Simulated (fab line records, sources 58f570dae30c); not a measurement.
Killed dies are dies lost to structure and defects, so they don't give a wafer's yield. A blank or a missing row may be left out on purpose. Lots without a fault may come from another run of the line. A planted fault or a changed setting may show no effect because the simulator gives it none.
Chamber matching | flow berkeley_cmos170 | UCB170_NWELL_ETCH_13 on rie_diel-02: 4 sister chambers
The step etches Si3N4 in CH3F/Ar/O2, stops on SiO2, target depth 246.4 nm, time 154 s. 18 wafers are shown with their chamber, then 9 later ones without.

WAFERS WITH THEIR CHAMBER
wafer  | chamber | drypump_motor_current_A (A) | throttle_valve_pct (%) | oes_product_au (a.u.)
L077.3 | 0       | 5.7                         | 8.02                   | 0.938
L077.4 | 3       | 6.4                         | 8.20                   | 0.920
L077.5 | 3       | 6.4                         | 8.19                   | 0.924
L080.3 | 1       | 6.0                         | 7.90                   | 0.957
L080.5 | 1       | 6.0                         | 7.90                   | 0.959
L080.6 | 2       | 6.4                         | 8.36                   | 0.948
L082.3 | 1       | 6.0                         | 7.90                   | 0.956
L082.5 | 0       | 5.7                         | 8.02                   | 0.941
L082.6 | 3       | 6.4                         | 8.21                   | 0.922
L085.2 | 1       | 6.0                         | 7.89                   | 0.956
L085.3 | 2       | 6.4                         | 8.36                   | 0.950
L085.5 | 0       | 5.7                         | 8.01                   | 0.930
L091.1 | 1       | 6.0                         | 7.91                   | 0.965
L091.2 | 3       | 6.4                         | 8.19                   | 0.930
L091.3 | 0       | 5.7                         | 8.01                   | 0.945
L091.4 | 2       | 6.4                         | 8.38                   | 0.962
L091.5 | 3       | 6.3                         | 8.19                   | 0.922
L091.6 | 0       | 5.7                         | 8.02                   | 0.948

SIGNATURES (means of the wafers above)
reading                 | chamber 0 | chamber 1 | chamber 2 | chamber 3 | scatter within a chamber
drypump_motor_current_A | 5.700     | 6.000     | 6.400     | 6.380     | 0.0239
throttle_valve_pct      | 8.0160    | 7.9000    | 8.3667    | 8.1960    | 0.00805
oes_product_au          | 0.94040   | 0.95860   | 0.95333   | 0.92360   | 0.0055
Rule: a wafer's distance from a chamber is the root of the sum, over the readings, of the square of ((its reading less the chamber's mean) divided by the reading's scatter). The wafer belongs to the nearest chamber; if the next one is less than 2 further off, it can't be placed. The scatter: the root of (the sum of the squares of (reading less its chamber's mean) over the shown wafers, divided by (wafers less chambers)).

WAFERS WITHOUT THEIR CHAMBER
wafer  | drypump_motor_current_A (A) | throttle_valve_pct (%) | oes_product_au (a.u.)
L093.1 | 6.0                         | 7.91                   | 0.947
L093.4 | 6.4                         | 8.35                   | 0.943
L093.5 | 6.3                         | 8.20                   | 0.920
L095.1 | 6.3                         | 8.37                   | 0.946
L095.3 | 6.0                         | 7.90                   | 0.961
L095.4 | 5.8                         | 8.00                   | 0.935
L097.2 | 6.4                         | 8.21                   | 0.917
L097.4 | 5.7                         | 8.02                   | 0.931
L097.6 | 6.4                         | 8.35                   | 0.939

WHICH CHAMBER EACH WENT THROUGH
wafer  | from the rows above | in truth
L093.1 | 1                   | 1
L093.4 | 2                   | 2
L093.5 | 3                   | 3
L095.1 | 2                   | 2
L095.3 | 1                   | 1
L095.4 | 0                   | 0
L097.2 | 3                   | 3
L097.4 | 0                   | 0
L097.6 | 2                   | 2
Placed correctly: 9 of 9. Can't be placed from these rows: 0. Placed wrongly: 0.
